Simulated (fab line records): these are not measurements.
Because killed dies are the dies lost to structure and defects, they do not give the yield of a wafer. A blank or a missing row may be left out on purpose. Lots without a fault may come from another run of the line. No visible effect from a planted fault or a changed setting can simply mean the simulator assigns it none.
Lot-split experiment    flow ritCmos    on a route of 202 steps: 5 lots, 23 wafers read

## ABOUT THE SPLIT
At RIT_NWELL_IMPLANT_08, the setting energyKev was moved away from the recipe's 170 on 5 of the 23 wafers read, by +3.1% to +4.0%. The other wafers ran this setting at the recipe's value.

The split's own step is where the reading is taken.

## THE READING
The simulator's own value implant.drpNm, read by no gauge, in nm at RIT_NWELL_IMPLANT_08. The file does not state a usual value for it.

wafer   tool, chamber at the split  energyKev as run  against the recipe  implant.drpNm, nm  against lot-mates on the recipe
L076.1  implanter-04, 0             170               recipe              68.82              -
L076.2  implanter-04, 0             170               recipe              68.82              -
L076.6  implanter-04, 0             170               recipe              68.82              -
L077.2  implanter-02, 0             175.3             +3.1%               70.43              +1.61
L077.4  implanter-02, 0             175.3             +3.1%               70.43              +1.61
L077.6  implanter-02, 0             175.3             +3.1%               70.43              +1.61
L077.3  implanter-02, 0             170               recipe              68.82              -
L077.5  implanter-02, 0             170               recipe              68.82              -
L079.2  implanter-01, 0             170               recipe              68.82              -
L079.3  implanter-01, 0             170               recipe              68.82              -
L079.4  implanter-01, 0             170               recipe              68.82              -
L079.5  implanter-01, 0             170               recipe              68.82              -
L079.6  implanter-01, 0             170               recipe              68.82              -
L080.1  implanter-04, 0             170               recipe              68.82              -
L080.2  implanter-04, 0             170               recipe              68.82              -
L080.4  implanter-04, 0             170               recipe              68.82              -
L080.5  implanter-04, 0             170               recipe              68.82              -
L080.6  implanter-04, 0             170               recipe              68.82              -
L084.1  implanter-02, 0             176.8             +4.0%               70.88              +2.06
L084.5  implanter-02, 0             176.8             +4.0%               70.88              +2.06
L084.2  implanter-02, 0             170               recipe              68.82              -
L084.3  implanter-02, 0             170               recipe              68.82              -
L084.4  implanter-02, 0             170               recipe              68.82              -

THE FIT
A straight line over all 23 wafers: implant.drpNm changes by +0.516 nm for each +1% of energyKev; r = +1.00; the points scatter about the line by 0.0012 nm.
The same after taking each lot's own level away (the mean of its wafers on the recipe; 23 wafers): +0.516 nm for each +1%; r = +1.00; scatter 0.0012 nm.
Per that fit: largest energyKev move, reading shift of 2.1 nm.
The lots' own levels span 68.820 to 68.820 nm.
Hence the lot-to-lot level has little effect on the slope; both slopes agree.
Check: +2.06 nm against its lot-mates is what the line predicts for one of the wafers moved furthest among these (+4.0%) when that wafer is left out of the fit. Against them it came out at +2.06 nm.

## THESE WAFERS: OTHER SPLITS
Note: prior to the reading, these wafers also went through further splits. Each is held against what the fit with the lots' levels taken away leaves over:
other split on the same wafers    wafers away from the commonest value  r with implant.drpNm (lot level and that fit taken away)
RIT_ACTIVE_OXIDATION_01 oxTimeS   15                                    -0.09
RIT_ACTIVE_CVD_03 timeS           15                                    +0.16
RIT_ACTIVE_ETCH_13 pressureMtorr  15                                    +0.56
RIT_FOX1_OXIDATION_00 oxTimeS     15                                    -0.69

## THE WHOLE CHAIN: every reading that the file lists as answering this split, in the file's order
step                  what it does  reading                                                         change (the file's fit)                r (the file's)
RIT_NWELL_IMPLANT_08                implant.rpNm (the simulator's own value, which no gauge read)   +2.22 nm for each +1% of the setting   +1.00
RIT_NWELL_IMPLANT_08                implant.drpNm (the simulator's own value, which no gauge read)  +0.515 nm for each +1% of the setting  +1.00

## THE FILE'S OWN FIT
implant.drpNm changes by +0.515 nm for each +1% of energyKev, r = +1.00.
